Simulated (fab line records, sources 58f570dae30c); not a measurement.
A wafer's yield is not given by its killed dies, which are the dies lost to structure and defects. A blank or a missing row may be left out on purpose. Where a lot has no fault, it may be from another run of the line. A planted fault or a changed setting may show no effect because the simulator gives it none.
Chamber matching + flow berkeley_cmos170 + UCB170_CONTACT_ETCH_17 on rie_diel-02: 4 sister chambers
The step etches BARC in N2/H2. 8 wafers are shown with their chamber, then 8 later ones without.

## WAFERS, EACH WITH ITS CHAMBER
| wafer  | chamber | throttle_valve_pct (%) | oes_product_au (a.u.) |
|--------|---------|------------------------|-----------------------|
| L709.6 | 2       | 13.67                  | 1.018                 |
| L708.2 | 0       | 13.23                  | 1.013                 |
| L710.6 | 2       | 13.68                  | 1.012                 |
| L719.3 | 3       | 13.23                  | 0.985                 |
| L722.2 | 0       | 13.25                  | 1.013                 |
| L722.3 | 1       | 13.23                  | 1.011                 |
| L722.5 | 3       | 13.24                  | 0.977                 |
| L721.1 | 1       | 13.25                  | 1.009                 |

## WAFERS WITH NO CHAMBER GIVEN
| wafer  | throttle_valve_pct (%) | oes_product_au (a.u.) |
|--------|------------------------|-----------------------|
| L721.5 | 13.25                  | 1.006                 |
| L721.6 | 13.26                  | 1.009                 |
| L728.4 | 13.67                  | 1.023                 |
| L728.5 | 13.67                  | 1.017                 |
| L728.6 | 13.25                  | 1.009                 |
| L730.3 | 13.68                  | 1.020                 |
| L730.5 | 13.69                  | 1.026                 |
| L730.6 | 13.24                  | 1.011                 |

## THE CHAMBER EACH PASSED THROUGH
| wafer  | from the rows above     | in truth |
|--------|-------------------------|----------|
| L721.5 | can't be placed: 1 or 0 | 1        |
| L721.6 | can't be placed: 1 or 0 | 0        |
| L728.4 | 2                       | 2        |
| L728.5 | 2                       | 2        |
| L728.6 | can't be placed: 1 or 0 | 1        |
| L730.3 | 2                       | 2        |
| L730.5 | 2                       | 2        |
| L730.6 | can't be placed: 1 or 0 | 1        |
Correctly placed: 4 of 8. Cannot be placed on the basis of these rows: 4; the candidates contain the true chamber in 4. Wrongly placed: 0.
How it was worked out, from the rows above alone: a wafer's distance from a chamber is the root of the sum, over the readings, of the square of ((its reading less the chamber's mean) divided by the reading's scatter). The wafer belongs to the nearest chamber; if the next one is less than 2 further off, it can't be placed. A chamber's mean is the mean of its shown wafers. How the scatter is found: for the shown wafers, subtract from each reading the mean of its chamber, square and add these, divide the total by (wafers less chambers), then take the root.
